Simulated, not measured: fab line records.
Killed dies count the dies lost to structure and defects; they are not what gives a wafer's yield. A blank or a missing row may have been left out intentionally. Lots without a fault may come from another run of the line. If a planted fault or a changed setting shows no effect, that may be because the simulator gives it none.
Struck lot and sound lot, side by side -- flow rit_cmos -- 18 steps out of a route of 202
Sound: these wafers, L446.1, L446.3, L446.5. Struck: wafers L462.2, L462.3 (left out: L462.4, a lot-mate that was not struck); the cause follows at the end.
Per side, at each step with rows, come the tool, then ch with its chambers, and then its first start. Under that, the readings that differ: sound wafers -- struck wafers -- difference of the means -- sigmas: that difference in standard deviations of wafers without a fault.
alike: a reading whose means differ by less than 2 such deviations, as well as words and numbers matching on both sides. not compared: withheld readings; readings where some wafer has no value; bounds like >300 that might hide an equal value; numbers whose values overlap and for which the record gives no deviation.
Wherever a step has rows on one side only, a row that says differs or no value, or a row with sigmas, the two part there. Numbers that don't overlap but have no deviation are shown without sigmas and don't part them. Lack of a reading on every wafer of one side parts them only where that side has two or more wafers.

RIT_M1_SPUTTER_00: material Al, target thk 400 nm, time 500 s.
  sound on pvd_sputter-02 at day 4 12:38; struck on pvd_sputter-03 at day 8 02:35
  alike: throttle_valve_pct
RIT_M1_RS_MEAS_01: measurement is done with a four-point probe.
  sound on film_metro-01 at day 4 12:56; struck on film_metro-04 at day 8 02:55
  alike: M1_AL_RS
RIT_M1_THK_MEAS_02: measures by xrf.
  sound on film_metro-01 at day 4 13:04; struck on film_metro-04 at day 8 03:01
  alike: M1_AL_THK
then, 6 steps without rows for these wafers: RIT_M1_HMDS_03 (prime time 60 s); RIT_M1_COAT_04 (resist thk 1300 nm); RIT_M1_SOFTBAKE_05 (time 60 s); RIT_M1_EXPOSE_06 (exposes mask M12, target cd 2600 nm); RIT_M1_PEB_07; RIT_M1_DEVELOP_08 (develop time 68 s).
RIT_M1_CD_MEAS_09: the cd target is 2600 nm.
  sound on cd_sem-02 at day 4 14:00; struck on cd_sem-02 at day 8 04:05
  alike: cd_nm
RIT_M1_OVL_MEAS_10:
  sound on overlay-02 at day 4 14:07; struck on overlay-01 at day 8 04:12
  alike: M1_OVL
then, 1 step without rows for these wafers: RIT_M1_HARDBAKE_11 (time 120 s).
RIT_M1_METAL_ETCH_12: etches Al in Cl2/BCl3, stops on SiO2, time 165 s, target depth 600 nm.
  sound on rie_metal-02 ch 0,1, day 4 14:24; struck on rie_metal-04 ch 0, day 8 04:29
reading,sound,struck,difference,sigmas
oes_product_au (a.u.),0.785 0.798 0.784,1.018 1.005,+0.222,+20
run_length_s (s),193.4 192.9 192.9,151.2 151.2,-41.9,-99 or more
model.NOVOLAK_of_M1_COAT_04.thk_nm (nm),800.6 797.3 803.8,888.1 891,+89.0,
model.M1.feature_depth_nm (nm),433.3 431.2 436,420.4 425.7,-10.5,
model.SiO2_of_CONTACT_CVD_00.thk_nm (nm),355.8 356.2 360.5,377.2 380.1,+21.1,
  alike: drypump_motor_current_A, throttle_valve_pct
  not compared: rf_hours_counter_h
then, 1 step without rows for these wafers: RIT_M1_STRIP_13 (strips in nmp, time 600 s).
RIT_M1_STRIP_14: strips in O2, time 171.1 s.
  sound on plasma_asher-03 ch 0,1, day 4 14:46; struck on plasma_asher-03 ch 0, day 8 04:50
  alike: drypump_motor_current_A
  not compared: rf_hours_counter_h
RIT_M1_CD_MEAS_90: the cd target is 2600 nm.
  sound on cd_sem-02 at day 4 14:56; struck on cd_sem-01 at day 8 05:02
reading,sound,struck,difference,sigmas
cd_nm (nm),2600.1 2601.0 2598.0,2607.0 2606.1,+6.9,+3
then, 1 step without rows for these wafers: RIT_M1_ANNEAL_15 (time 1800 s).
RIT_M1_PROBE_99:
  sound on prober-02 at day 4 16:40; struck on prober-02 at day 8 06:48
reading,sound,struck,difference,sigmas
model.etest.tester.sort_n_pass,255 255 258,205 3,-152,
model.etest.tester.sort_yield_pct (%),96.59 96.59 97.73,77.65 1.136,-57.58,
model.etest.m1_comb_over_steps.leak_log10_a_um,-12.75 -12.8 -12.56,-10.09 -9.138,+3.09,
model.etest.antenna_m1.vt_shift_v (V),-0.009595 -0.0136 -0.01857,0.0007556 -0.003448,+0.0125755,
  alike: defect_limited_yield, killed_at_contacts, killed_at_front_end, killed_dies, killed_open, killed_short

== WHERE THEY PART ==
Last at RIT_M1_CD_MEAS_90 as far as this record goes, first at RIT_M1_METAL_ETCH_12. Later steps at which nothing parts them and some readings are alike: RIT_M1_PROBE_99.

WHY: whatever the simulator had introduced
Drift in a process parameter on rie_metal-04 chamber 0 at RIT_M1_METAL_ETCH_12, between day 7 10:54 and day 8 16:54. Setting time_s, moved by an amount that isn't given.
